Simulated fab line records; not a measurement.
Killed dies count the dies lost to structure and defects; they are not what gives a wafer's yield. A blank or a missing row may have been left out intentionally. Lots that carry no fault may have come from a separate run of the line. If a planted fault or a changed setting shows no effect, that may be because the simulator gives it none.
The tool behind it: which one? ; flow rit_cmos ; 7 lots (21 wafers sampled), 1 step of a 202-step route

## WHAT THE GAUGES SHOWED, per wafer
RIT_NWELL_OVL_MEAS_06.
lot;measured;on;NWELL_OVL (nm)
L957;day 2 11:43;overlay-01;0.5 0.4 -2.0
L959;day 2 21:35;overlay-02;0.6 -0.4 -1.3
L962;day 3 12:16;overlay-01;-0.7 2.1 1.2
L964;day 3 22:16;overlay-01;-0.9 0.0 -1.4
L968;day 4 19:29;overlay-01;-3.4 -1.9 -0.9
L971;day 5 10:50;overlay-01;3.2 -0.2 2.7
L976;day 6 10:57;overlay-02;0.3 0.7 -0.7

## EACH LOT AND THE TOOL THAT RAN IT (in order: tool; ch and the chambers of the sampled wafers; start)
No process step before these readings appears in the record.

## THE ANSWER, worked out from the rows above alone
Rule: the usual values come from the lots themselves. The widest of any qualifying gaps counts: lots, ordered by their means at a reading, are off when they make up no more than a third of the lots, leave a main group of 4 or more, and stand apart from it by 3 or more times the standard deviation of that group's means. If all means in a main group match to the digits the tables above print for the reading, that group is not used. A lot without any number at a reading at which 4 lots or more have one is off too. The other lots that the step has rows for count as sound.
No lot is off at any reading shown: from this, nothing can be told.

## WHAT THE SIMULATOR HAD PUT IN
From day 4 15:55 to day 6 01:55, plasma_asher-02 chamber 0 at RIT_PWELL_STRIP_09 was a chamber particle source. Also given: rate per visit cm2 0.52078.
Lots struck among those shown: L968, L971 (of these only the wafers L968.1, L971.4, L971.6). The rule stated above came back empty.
